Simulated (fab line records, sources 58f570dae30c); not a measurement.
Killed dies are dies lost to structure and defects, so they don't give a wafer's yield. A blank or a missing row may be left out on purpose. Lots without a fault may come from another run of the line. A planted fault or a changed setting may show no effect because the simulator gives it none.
The tool behind it: which one? | flow berkeley-cmos170 | 15 lots with 45 wafers sampled at 5 steps, on a route of 331 steps

WHAT THE GAUGES READ, wafer by wafer
UCB170_V2_CD_MEAS_12 targets a cd of 700 nm.
lot  | measured     | on        | cd-nm (nm)
L637 | day 8 14:36  | cd-sem-02 | 701.7 701.0 700.5
L638 | day 9 02:43  | cd-sem-01 | 699.1 699.9 699.1
L640 | day 9 03:31  | cd-sem-01 | 701.2 700.5 700.8
L639 | day 9 06:34  | cd-sem-01 | 701.2 701.5 701.1
L642 | day 9 11:56  | cd-sem-01 | 699.2 699.1 700.0
L641 | day 9 12:06  | cd-sem-01 | 698.6 699.0 698.8
L643 | day 9 21:19  | cd-sem-02 | 700.3 700.2 699.8
L645 | day 9 22:21  | cd-sem-01 | 699.7 700.3 701.3
L644 | day 9 23:15  | cd-sem-01 | 696.8 697.3 697.1
L647 | day 10 10:59 | cd-sem-02 | 702.3 702.1 701.5
L648 | day 10 12:30 | cd-sem-01 | 698.0 697.0 698.5
L650 | day 11 11:23 | cd-sem-01 | 698.5 699.1 699.8
L655 | day 12 00:50 | cd-sem-02 | 698.0 696.8 698.6
L656 | day 12 13:47 | cd-sem-01 | 700.7 702.5 702.4
L658 | day 13 12:30 | cd-sem-02 | 702.3 702.5 701.4

UCB170_V2_OVL_MEAS_13.
lot  | measured     | on         | V2_OVL (nm)
L637 | day 8 14:43  | overlay-01 | 2 1 -1
L638 | day 9 02:48  | overlay-02 | 4 3 8
L640 | day 9 03:37  | overlay-02 | -7 -3 -3
L639 | day 9 06:41  | overlay-02 | -1 2 -4
L642 | day 9 12:03  | overlay-01 | 0 0 3
L641 | day 9 12:11  | overlay-01 | 1 4 3
L643 | day 9 21:26  | overlay-02 | 4 6 2
L645 | day 9 22:28  | overlay-02 | -4 -5 -1
L644 | day 9 23:20  | overlay-02 | 144 141 139
L647 | day 10 11:06 | overlay-01 | 142 146 144
L648 | day 10 12:37 | overlay-02 | 142 138 140
L650 | day 11 11:29 | overlay-02 | 2 1 1
L655 | day 12 00:57 | overlay-02 | 1 1 1
L656 | day 12 13:52 | overlay-01 | 8 2 10
L658 | day 13 12:36 | overlay-01 | 1 4 -1

UCB170_M3_CD_MEAS_15 targets a cd of 700 nm.
lot  | measured     | on        | cd-nm (nm)
L637 | day 8 17:57  | cd-sem-02 | 700.5 699.0 699.4
L638 | day 9 05:45  | cd-sem-01 | 699.3 699.4 699.4
L640 | day 9 06:30  | cd-sem-02 | 701.8 700.5 700.9
L639 | day 9 10:19  | cd-sem-02 | 698.4 700.9 700.5
L642 | day 9 15:20  | cd-sem-02 | 699.6 701.6 699.9
L641 | day 9 16:31  | cd-sem-01 | 702.9 702.7 701.3
L643 | day 10 00:17 | cd-sem-01 | 699.3 698.9 698.4
L645 | day 10 01:23 | cd-sem-01 | 698.4 699.2 697.8
L644 | day 10 02:06 | cd-sem-02 | 700.5 701.1 701.2
L647 | day 10 14:14 | cd-sem-01 | 698.7 698.1 699.2
L648 | day 10 15:59 | cd-sem-01 | 698.5 697.4 698.7
L650 | day 11 13:59 | cd-sem-02 | 698.8 698.3 698.9
L655 | day 12 04:14 | cd-sem-02 | 700.3 700.1 698.8
L656 | day 12 17:05 | cd-sem-02 | 698.3 697.2 697.7
L658 | day 13 15:19 | cd-sem-02 | 702.0 702.8 701.8

WHAT TOOL EACH LOT RAN ON (gives the tool, then ch and the chambers of the sampled wafers, and finally the start)
lot  | UCB170_M2_STRIP_19                   | UCB170_V2_EXPOSE_09
L637 | plasma-asher-01 ch 0,1, day 8 11:44  | krf-scanner-02 ch 0, day 8 13:40
L638 | plasma-asher-03 ch 0,1, day 9 00:00  | krf-scanner-02 ch 0, day 9 01:43
L640 | plasma-asher-04 ch 0,1, day 9 00:34  | krf-scanner-02 ch 0, day 9 02:49
L639 | plasma-asher-03 ch 0,1, day 9 04:26  | krf-scanner-02 ch 0, day 9 06:10
L642 | plasma-asher-01 ch 0,1, day 9 09:47  | krf-scanner-01 ch 0, day 9 11:32
L641 | plasma-asher-04 ch 0,1, day 9 10:06  | krf-scanner-01 ch 0, day 9 11:43
L643 | plasma-asher-04 ch 0,1, day 9 19:04  | krf-scanner-02 ch 0, day 9 20:56
L645 | plasma-asher-04 ch 0,1, day 9 20:05  | krf-scanner-02 ch 0, day 9 21:37
L644 | plasma-asher-01 ch 0,1, day 9 21:10  | krf-scanner-02 ch 0, day 9 22:52
L647 | plasma-asher-01 ch 0,1, day 10 08:57 | krf-scanner-02 ch 0, day 10 10:29
L648 | plasma-asher-04 ch 1, day 10 09:57   | krf-scanner-02 ch 0, day 10 12:07
L650 | plasma-asher-04 ch 0,1, day 11 09:26 | krf-scanner-01 ch 0, day 11 11:00
L655 | plasma-asher-04 ch 0, day 11 20:31   | krf-scanner-01 ch 0, day 12 00:27
L656 | plasma-asher-01 ch 0,1, day 12 11:38 | krf-scanner-01 ch 0, day 12 13:24
L658 | plasma-asher-01 ch 0,1, day 13 10:14 | krf-scanner-01 ch 0, day 13 12:06
- UCB170_M2_STRIP_19: strips in O2.
- UCB170_V2_EXPOSE_09: exposes mask VIA2, target cd 700 nm.

WHAT THE TOOLS THEMSELVES READ (means of the sampled wafers that have a number; where no wafer has one, the mark that the record gives instead)
UCB170_M2_STRIP_19.
lot  | tool            | drypump-motor-current-A (A) | oes-product-au (a.u.)
L637 | plasma-asher-01 | 5.7                         | 0.533
L638 | plasma-asher-03 | 6.0                         | 0.537
L640 | plasma-asher-04 | 6.4                         | 0.540
L639 | plasma-asher-03 | 6.0                         | 0.538
L642 | plasma-asher-01 | 5.8                         | 0.544
L641 | plasma-asher-04 | 6.4                         | 0.543
L643 | plasma-asher-04 | 6.5                         | 0.533
L645 | plasma-asher-04 | 6.4                         | 0.539
L644 | plasma-asher-01 | 6.2                         | 0.533
L647 | plasma-asher-01 | 5.7                         | 0.538
L648 | plasma-asher-04 | 6.5                         | 0.554
L650 | plasma-asher-04 | 6.4                         | 0.537
L655 | plasma-asher-04 | 6.4                         | 0.531
L656 | plasma-asher-01 | 6.2                         | 0.528
L658 | plasma-asher-01 | 6.1                         | 0.543

THE ANSWER, worked out from the rows above alone
Rule: the lots themselves supply what counts as usual. The widest of any qualifying gaps counts: lots, ordered by their means at a reading, are off when they make up no more than a third of the lots, leave a main group of 4 or more, and stand apart from it by 3 or more times the standard deviation of that group's means. A main group is skipped when, at the precision printed for the reading in the tables above, its means are all equal. Also off: a lot with no number at a reading for which 4 or more lots have one. Any other lot the step has rows for is counted as sound. Order of review: gauges by route order, followed by the tools' own readings, for which a lot's mean as printed above is used. The first step at which some lot is off is used, and at that step the reading that is off furthest; a lot without a number counts as furthest.
Off: L644, L647, L648, at UCB170_V2_OVL_MEAS_13 (V2_OVL). The main group has a mean of 1 nm with a standard deviation of 3.
If a tool, at a process step before that reading, ran all the lots that are off and no sound lot after the first of them, it fits. Gauges at UCB170_V2_OVL_MEAS_13: tried the same way as those tools. One candidate fits, namely krf-scanner-02 at UCB170_V2_EXPOSE_09. A fault onset in the window from L645 (day 9 21:37, its last sound lot) to L644 (day 9 22:52, its first lot off) fits.

WHAT HAD BEEN PUT IN BY THE SIMULATOR
Scanner matching overlay: krf-scanner-02, from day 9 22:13 on, at UCB170_V2_EXPOSE_09. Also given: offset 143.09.
Lots struck among those shown: L644, L647, L648. Same finding as the rule above.
